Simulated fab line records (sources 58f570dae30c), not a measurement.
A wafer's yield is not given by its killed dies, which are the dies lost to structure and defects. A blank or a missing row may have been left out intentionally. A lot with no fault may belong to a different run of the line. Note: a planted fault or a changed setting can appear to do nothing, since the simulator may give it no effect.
What tool caused it? / flow berkeleyCmos170 / Sampling: 7 lots, 21 wafers, 3 of 331 route steps

WHAT THE GAUGES READ, wafer by wafer
UCB170_M3_RS_MEAS_02: measurement is done with a four-point probe.
lot=L529; measured=day 9 13:32; on=filmMetro-03; M3_AL_RS (ohm/sq)=0.0323 0.0327 0.0329
lot=L528; measured=day 9 14:07; on=filmMetro-03; M3_AL_RS (ohm/sq)=0.0323 0.0321 0.0326
lot=L533; measured=day 10 07:00; on=filmMetro-04; M3_AL_RS (ohm/sq)=0.0315 0.0323 0.0314
lot=L534; measured=day 10 17:16; on=filmMetro-03; M3_AL_RS (ohm/sq)=0.0315 0.0320 0.0319
lot=L541; measured=day 12 02:11; on=filmMetro-03; M3_AL_RS (ohm/sq)=0.0364 0.0363 0.0327
lot=L548; measured=day 13 09:48; on=filmMetro-04; M3_AL_RS (ohm/sq)=0.0315 0.0318 0.0316
lot=L545; measured=day 13 14:50; on=filmMetro-02; M3_AL_RS (ohm/sq)=0.0325 0.0326 0.0322

TOOL THAT RAN EACH LOT (tool first, then ch and the chambers of the sampled wafers, then the start)
lot=L529; UCB170_V2_ETCH_14=rieDiel-03 ch 1,2,3, day 9 12:59; UCB170_M3_SPUTTER_01=pvdSputter-01, day 9 13:28
lot=L528; UCB170_V2_ETCH_14=rieDiel-03 ch 1,3, day 9 13:34; UCB170_M3_SPUTTER_01=pvdSputter-02, day 9 14:02
lot=L533; UCB170_V2_ETCH_14=rieDiel-03 ch 0,1,3, day 10 06:29; UCB170_M3_SPUTTER_01=pvdSputter-04, day 10 06:52
lot=L534; UCB170_V2_ETCH_14=rieDiel-02 ch 0,1, day 10 16:41; UCB170_M3_SPUTTER_01=pvdSputter-04, day 10 17:10
lot=L541; UCB170_V2_ETCH_14=rieDiel-03 ch 2,3, day 12 01:37; UCB170_M3_SPUTTER_01=pvdSputter-04, day 12 02:05
lot=L548; UCB170_V2_ETCH_14=rieDiel-03 ch 0,2,3, day 13 09:14; UCB170_M3_SPUTTER_01=pvdSputter-02, day 13 09:41
lot=L545; UCB170_V2_ETCH_14=rieDiel-02 ch 0,1,2, day 13 14:17; UCB170_M3_SPUTTER_01=pvdSputter-01, day 13 14:45
- UCB170_V2_ETCH_14: etches SiO2 in CHF3/CF4/Ar, stops on Al, target depth 1250 nm, time 291 s.
- UCB170_M3_SPUTTER_01: material Al, target thk 900 nm, time 120 s.

THE ANSWER, worked out from the rows above alone
Rule: what is usual is taken from the lots themselves. The widest of any qualifying gaps counts: lots, ordered by their means at a reading, are off when they make up no more than a third of the lots, leave a main group of 4 or more, and stand apart from it by 3 or more times the standard deviation of that group's means. The tables above print the reading to a certain number of digits; a main group whose means all agree to those digits is not used. Also off: a lot with no number at a reading for which 4 or more lots have one. Where the step has rows for the other lots, those lots are counted as sound.
Off: L541, seen at UCB170_M3_RS_MEAS_02 (M3_AL_RS). The main group has a mean of 0.0321 ohm/sq with a standard deviation of 0.00039.
A tool fits if, at a process step before that reading, it ran every lot that is off, and no sound lot after the first of them. The gauges at UCB170_M3_RS_MEAS_02 are tried like those tools. Undecided on this evidence; 2 tools fit (pvdSputter-04 at UCB170_M3_SPUTTER_01, filmMetro-03 at UCB170_M3_RS_MEAS_02).

WHAT WAS PUT IN BY THE SIMULATOR
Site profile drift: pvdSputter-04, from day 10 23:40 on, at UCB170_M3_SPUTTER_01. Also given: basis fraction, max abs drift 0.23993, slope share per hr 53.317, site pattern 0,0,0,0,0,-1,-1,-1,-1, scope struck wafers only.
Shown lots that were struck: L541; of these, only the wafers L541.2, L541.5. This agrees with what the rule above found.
